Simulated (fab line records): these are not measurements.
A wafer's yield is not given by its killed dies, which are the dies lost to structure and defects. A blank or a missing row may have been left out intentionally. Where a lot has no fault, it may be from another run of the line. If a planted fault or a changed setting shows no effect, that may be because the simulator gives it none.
Which of the tools did it? / flow berkeley-cmos170 / 14 lots with 42 wafers sampled at 5 steps, on a route of 331 steps

== WHAT THE GAUGES READ, wafer by wafer ==
UCB170_ACTIVE_THK_MEAS_06. Usual: ACTIVE_NITRIDE_THK gives 220.1 nm (standard deviation 2.4).
lot=L104; measured=day 4 14:11; on=film-metro-02; ACTIVE_NITRIDE_THK (nm)=222.7 222.5 223.4; flag=
lot=L103; measured=day 4 14:11; on=film-metro-01; ACTIVE_NITRIDE_THK (nm)=224.7 223.7 223.5; flag=
lot=L105; measured=day 4 21:51; on=film-metro-02; ACTIVE_NITRIDE_THK (nm)=221.5 223.3 222.4; flag=
lot=L107; measured=day 4 21:50; on=film-metro-04; ACTIVE_NITRIDE_THK (nm)=221.5 220.1 219.5; flag=
lot=L109; measured=day 5 15:55; on=film-metro-02; ACTIVE_NITRIDE_THK (nm)=222.6 220.2 221.8; flag=
lot=L111; measured=day 6 02:07; on=film-metro-02; ACTIVE_NITRIDE_THK (nm)=220.8 219.4 220.6; flag=
lot=L113; measured=day 6 14:32; on=film-metro-01; ACTIVE_NITRIDE_THK (nm)=273.9 273.6 273.7; flag=OFF
lot=L114; measured=day 6 14:32; on=film-metro-04; ACTIVE_NITRIDE_THK (nm)=275.4 275.6 275.1; flag=OFF
lot=L119; measured=day 7 13:32; on=film-metro-02; ACTIVE_NITRIDE_THK (nm)=216.7 221.7 218.7; flag=
lot=L120; measured=day 7 13:34; on=film-metro-04; ACTIVE_NITRIDE_THK (nm)=218.5 220.7 220.3; flag=
lot=L122; measured=day 8 09:17; on=film-metro-02; ACTIVE_NITRIDE_THK (nm)=215.8 216.3 214.9; flag=
lot=L123; measured=day 8 09:17; on=film-metro-01; ACTIVE_NITRIDE_THK (nm)=221.2 217.8 217.4; flag=
lot=L124; measured=day 8 14:37; on=film-metro-02; ACTIVE_NITRIDE_THK (nm)=216.6 215.8 218.1; flag=
lot=L125; measured=day 8 14:37; on=film-metro-01; ACTIVE_NITRIDE_THK (nm)=216.6 217.4 217.5; flag=

UCB170_ACTIVE_OVL_MEAS_14. Usual: ACTIVE_OVL gives 3 nm (standard deviation 5).
lot=L104; measured=day 4 15:27; on=overlay-02; ACTIVE_OVL (nm)=-4 -5 -3; flag=
lot=L103; measured=day 4 15:35; on=overlay-01; ACTIVE_OVL (nm)=6 3 5; flag=
lot=L105; measured=day 4 23:01; on=overlay-02; ACTIVE_OVL (nm)=2 0 2; flag=
lot=L107; measured=day 4 23:20; on=overlay-02; ACTIVE_OVL (nm)=9 0 7; flag=
lot=L109; measured=day 5 17:17; on=overlay-01; ACTIVE_OVL (nm)=-1 -1 -6; flag=
lot=L111; measured=day 6 03:32; on=overlay-01; ACTIVE_OVL (nm)=0 4 4; flag=
lot=L113; measured=day 6 15:48; on=overlay-01; ACTIVE_OVL (nm)=4 0 7; flag=
lot=L114; measured=day 6 15:33; on=overlay-02; ACTIVE_OVL (nm)=0 5 -1; flag=
lot=L119; measured=day 7 15:58; on=overlay-01; ACTIVE_OVL (nm)=-4 9 -4; flag=
lot=L120; measured=day 7 15:31; on=overlay-02; ACTIVE_OVL (nm)=1 6 9; flag=
lot=L122; measured=day 8 10:17; on=overlay-02; ACTIVE_OVL (nm)=3 12 8; flag=
lot=L123; measured=day 8 10:34; on=overlay-01; ACTIVE_OVL (nm)=8 3 7; flag=
lot=L124; measured=day 8 16:22; on=overlay-02; ACTIVE_OVL (nm)=-9 -1 1; flag=
lot=L125; measured=day 8 16:06; on=overlay-01; ACTIVE_OVL (nm)=-3 -4 4; flag=

== TOOL THAT RAN EACH LOT (tool first, then ch and the chambers of the sampled wafers, then the start) ==
lot=L104; UCB170_ZERO_ETCH_06=rie-diel-03 ch 0,2,3, day 1 23:54; UCB170_PWELL_ETCH_14=rie-diel-01 ch 0,1, day 3 09:44; UCB170_ACTIVE_CVD_05=lpcvd-01 ch 1, day 4 12:16
lot=L103; UCB170_ZERO_ETCH_06=rie-diel-04 ch 2,3, day 2 00:08; UCB170_PWELL_ETCH_14=rie-diel-03 ch 0,2,3, day 3 09:28; UCB170_ACTIVE_CVD_05=lpcvd-01 ch 0, day 4 12:16
lot=L105; UCB170_ZERO_ETCH_06=rie-diel-02 ch 1,2, day 2 07:18; UCB170_PWELL_ETCH_14=rie-diel-03 ch 1,2,3, day 3 13:01; UCB170_ACTIVE_CVD_05=lpcvd-02 ch 1, day 4 19:55
lot=L107; UCB170_ZERO_ETCH_06=rie-diel-03 ch 0,1,3, day 2 15:24; UCB170_PWELL_ETCH_14=rie-diel-03 ch 0,1,2, day 3 19:50; UCB170_ACTIVE_CVD_05=lpcvd-02 ch 0, day 4 19:55
lot=L109; UCB170_ZERO_ETCH_06=rie-diel-03 ch 0,1,3, day 3 04:08; UCB170_PWELL_ETCH_14=rie-diel-04 ch 2,3, day 4 14:03; UCB170_ACTIVE_CVD_05=lpcvd-01 ch 0, day 5 13:58
lot=L111; UCB170_ZERO_ETCH_06=rie-diel-04 ch 0,3, day 3 13:04; UCB170_PWELL_ETCH_14=rie-diel-04 ch 0,2,3, day 4 21:37; UCB170_ACTIVE_CVD_05=lpcvd-02 ch 1, day 6 00:11
lot=L113; UCB170_ZERO_ETCH_06=rie-diel-02 ch 0,1,2, day 4 01:31; UCB170_PWELL_ETCH_14=rie-diel-03 ch 0,3, day 5 10:09; UCB170_ACTIVE_CVD_05=lpcvd-01 ch 1, day 6 12:37
lot=L114; UCB170_ZERO_ETCH_06=rie-diel-04 ch 0,2, day 4 03:23; UCB170_PWELL_ETCH_14=rie-diel-04 ch 2,3, day 5 10:07; UCB170_ACTIVE_CVD_05=lpcvd-01 ch 1, day 6 12:37
lot=L119; UCB170_ZERO_ETCH_06=rie-diel-03 ch 0,1,3, day 5 02:16; UCB170_PWELL_ETCH_14=rie-diel-03 ch 1,3, day 6 09:44; UCB170_ACTIVE_CVD_05=lpcvd-02 ch 0, day 7 11:37
lot=L120; UCB170_ZERO_ETCH_06=rie-diel-03 ch 0,2, day 5 08:22; UCB170_PWELL_ETCH_14=rie-diel-01 ch 0,2,3, day 6 09:44; UCB170_ACTIVE_CVD_05=lpcvd-02 ch 0, day 7 11:37
lot=L122; UCB170_ZERO_ETCH_06=rie-diel-03 ch 0,2,3, day 5 18:28; UCB170_PWELL_ETCH_14=rie-diel-01 ch 1,2, day 7 08:25; UCB170_ACTIVE_CVD_05=lpcvd-02 ch 0, day 8 07:20
lot=L123; UCB170_ZERO_ETCH_06=rie-diel-02 ch 0,2,3, day 5 22:30; UCB170_PWELL_ETCH_14=rie-diel-03 ch 0,1,3, day 7 08:44; UCB170_ACTIVE_CVD_05=lpcvd-02 ch 0, day 8 07:20
lot=L124; UCB170_ZERO_ETCH_06=rie-diel-03 ch 1,3, day 6 06:40; UCB170_PWELL_ETCH_14=rie-diel-03 ch 0,1,3, day 7 10:04; UCB170_ACTIVE_CVD_05=lpcvd-02 ch 1, day 8 12:41
lot=L125; UCB170_ZERO_ETCH_06=rie-diel-02 ch 0,1,3, day 6 07:52; UCB170_PWELL_ETCH_14=rie-diel-01 ch 1,2, day 7 09:49; UCB170_ACTIVE_CVD_05=lpcvd-02 ch 0, day 8 12:41
- UCB170_ZERO_ETCH_06: etches SiO2 in CHF3/CF4/Ar, time 12 s.
- UCB170_PWELL_ETCH_14: etches Si3N4 in CH3F/Ar/O2, stops on SiO2, target depth 242 nm, time 151 s.
- UCB170_ACTIVE_CVD_05: deposits Si3N4 from SiH2Cl2/NH3, target thk 220 nm, time 3300 s.

== AS READ BY THE TOOLS THEMSELVES (means over the sampled wafers that have a number; for cases with no such wafer, the mark the record gives instead) ==
UCB170_ZERO_ETCH_06. Usual: drypump-motor-current-A 5.8 A, standard deviation 0.47; oes-product-au 0.620 a.u., standard deviation 0.0093; throttle-valve-pct 9.17 %, standard deviation 0.14.
lot=L104; tool=rie-diel-03; drypump-motor-current-A (A)=5.9; oes-product-au (a.u.)=0.626; throttle-valve-pct (%)=9.02; flag=
lot=L103; tool=rie-diel-04; drypump-motor-current-A (A)=5.9; oes-product-au (a.u.)=0.625; throttle-valve-pct (%)=9.16; flag=
lot=L105; tool=rie-diel-02; drypump-motor-current-A (A)=5.8; oes-product-au (a.u.)=0.615; throttle-valve-pct (%)=9.31; flag=
lot=L107; tool=rie-diel-03; drypump-motor-current-A (A)=6.0; oes-product-au (a.u.)=0.618; throttle-valve-pct (%)=9.04; flag=
lot=L109; tool=rie-diel-03; drypump-motor-current-A (A)=6.0; oes-product-au (a.u.)=0.621; throttle-valve-pct (%)=9.03; flag=
lot=L111; tool=rie-diel-04; drypump-motor-current-A (A)=5.6; oes-product-au (a.u.)=0.615; throttle-valve-pct (%)=9.34; flag=
lot=L113; tool=rie-diel-02; drypump-motor-current-A (A)=5.6; oes-product-au (a.u.)=0.618; throttle-valve-pct (%)=9.30; flag=
lot=L114; tool=rie-diel-04; drypump-motor-current-A (A)=5.5; oes-product-au (a.u.)=0.626; throttle-valve-pct (%)=9.19; flag=
lot=L119; tool=rie-diel-03; drypump-motor-current-A (A)=6.0; oes-product-au (a.u.)=0.619; throttle-valve-pct (%)=9.02; flag=
lot=L120; tool=rie-diel-03; drypump-motor-current-A (A)=6.3; oes-product-au (a.u.)=0.628; throttle-valve-pct (%)=9.04; flag=
lot=L122; tool=rie-diel-03; drypump-motor-current-A (A)=6.0; oes-product-au (a.u.)=0.626; throttle-valve-pct (%)=9.03; flag=
lot=L123; tool=rie-diel-02; drypump-motor-current-A (A)=5.5; oes-product-au (a.u.)=0.614; throttle-valve-pct (%)=9.25; flag=
lot=L124; tool=rie-diel-03; drypump-motor-current-A (A)=5.7; oes-product-au (a.u.)=0.617; throttle-valve-pct (%)=9.01; flag=
lot=L125; tool=rie-diel-02; drypump-motor-current-A (A)=5.4; oes-product-au (a.u.)=0.615; throttle-valve-pct (%)=9.32; flag=

UCB170_PWELL_ETCH_14. Usual: drypump-motor-current-A 5.8 A, standard deviation 0.45; oes-product-au 0.950 a.u., standard deviation 0.015; throttle-valve-pct 7.95 %, standard deviation 0.1.
lot=L104; tool=rie-diel-01; drypump-motor-current-A (A)=5.8; oes-product-au (a.u.)=0.956; throttle-valve-pct (%)=8.00; flag=
lot=L103; tool=rie-diel-03; drypump-motor-current-A (A)=5.9; oes-product-au (a.u.)=0.953; throttle-valve-pct (%)=7.86; flag=
lot=L105; tool=rie-diel-03; drypump-motor-current-A (A)=5.6; oes-product-au (a.u.)=0.957; throttle-valve-pct (%)=7.90; flag=
lot=L107; tool=rie-diel-03; drypump-motor-current-A (A)=5.9; oes-product-au (a.u.)=0.972; throttle-valve-pct (%)=7.91; flag=
lot=L109; tool=rie-diel-04; drypump-motor-current-A (A)=5.7; oes-product-au (a.u.)=0.955; throttle-valve-pct (%)=7.96; flag=
lot=L111; tool=rie-diel-04; drypump-motor-current-A (A)=5.6; oes-product-au (a.u.)=0.949; throttle-valve-pct (%)=8.06; flag=
lot=L113; tool=rie-diel-03; drypump-motor-current-A (A)=6.1; oes-product-au (a.u.)=0.951; throttle-valve-pct (%)=7.81; flag=
lot=L114; tool=rie-diel-04; drypump-motor-current-A (A)=5.7; oes-product-au (a.u.)=0.966; throttle-valve-pct (%)=7.97; flag=
lot=L119; tool=rie-diel-03; drypump-motor-current-A (A)=5.7; oes-product-au (a.u.)=0.946; throttle-valve-pct (%)=7.89; flag=
lot=L120; tool=rie-diel-01; drypump-motor-current-A (A)=5.5; oes-product-au (a.u.)=0.946; throttle-valve-pct (%)=7.96; flag=
lot=L122; tool=rie-diel-01; drypump-motor-current-A (A)=5.4; oes-product-au (a.u.)=0.937; throttle-valve-pct (%)=8.02; flag=
lot=L123; tool=rie-diel-03; drypump-motor-current-A (A)=6.0; oes-product-au (a.u.)=0.953; throttle-valve-pct (%)=7.86; flag=
lot=L124; tool=rie-diel-03; drypump-motor-current-A (A)=6.0; oes-product-au (a.u.)=0.951; throttle-valve-pct (%)=7.87; flag=
lot=L125; tool=rie-diel-01; drypump-motor-current-A (A)=5.4; oes-product-au (a.u.)=0.951; throttle-valve-pct (%)=8.01; flag=

UCB170_ACTIVE_CVD_05. Usual: nh3-flow-sccm 74.97 sccm, standard deviation 0.23.
lot=L104; tool=lpcvd-01; nh3-flow-sccm (sccm)=74.80; flag=
lot=L103; tool=lpcvd-01; nh3-flow-sccm (sccm)=75.14; flag=
lot=L105; tool=lpcvd-02; nh3-flow-sccm (sccm)=74.96; flag=
lot=L107; tool=lpcvd-02; nh3-flow-sccm (sccm)=74.61; flag=
lot=L109; tool=lpcvd-01; nh3-flow-sccm (sccm)=74.82; flag=
lot=L111; tool=lpcvd-02; nh3-flow-sccm (sccm)=74.85; flag=
lot=L113; tool=lpcvd-01; nh3-flow-sccm (sccm)=75.16; flag=
lot=L114; tool=lpcvd-01; nh3-flow-sccm (sccm)=74.75; flag=
lot=L119; tool=lpcvd-02; nh3-flow-sccm (sccm)=74.98; flag=
lot=L120; tool=lpcvd-02; nh3-flow-sccm (sccm)=75.04; flag=
lot=L122; tool=lpcvd-02; nh3-flow-sccm (sccm)=75.01; flag=
lot=L123; tool=lpcvd-02; nh3-flow-sccm (sccm)=74.71; flag=
lot=L124; tool=lpcvd-02; nh3-flow-sccm (sccm)=75.29; flag=
lot=L125; tool=lpcvd-02; nh3-flow-sccm (sccm)=74.92; flag=

== THE ANSWER, worked out from the rows above alone ==
Rule: a lot counts as off when the mean over its wafers that have a number is more than 3 standard deviations away from the usual mean. A lot without any number at a reading at which 4 lots or more have one is off too. Any other lot the step has rows for is counted as sound. First the gauges in route order, then the tools' own readings, where a lot's mean is used as printed above. At the first step where some lot is off, the reading lying furthest off is the one used; lots without a number count as furthest.
Off: L113, L114, seen at UCB170_ACTIVE_THK_MEAS_06 (ACTIVE_NITRIDE_THK).
A tool fits if, at a process step before that reading, it ran every lot that is off, and no sound lot after the first of them. Those tools and the gauges at UCB170_ACTIVE_THK_MEAS_06 are tried in the same way. One fits: UCB170_ACTIVE_CVD_05 on lpcvd-01. A fault onset in the window from L109 (day 5 13:58, its last sound lot) to L113 (day 6 12:37, its first lot off) fits.

== WHAT HAD BEEN PUT IN BY THE SIMULATOR ==
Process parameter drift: lpcvd-01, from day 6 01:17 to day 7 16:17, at UCB170_ACTIVE_CVD_05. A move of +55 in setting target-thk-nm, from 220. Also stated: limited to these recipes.
Lots struck among those shown: L114, L113. Same finding as the rule above.
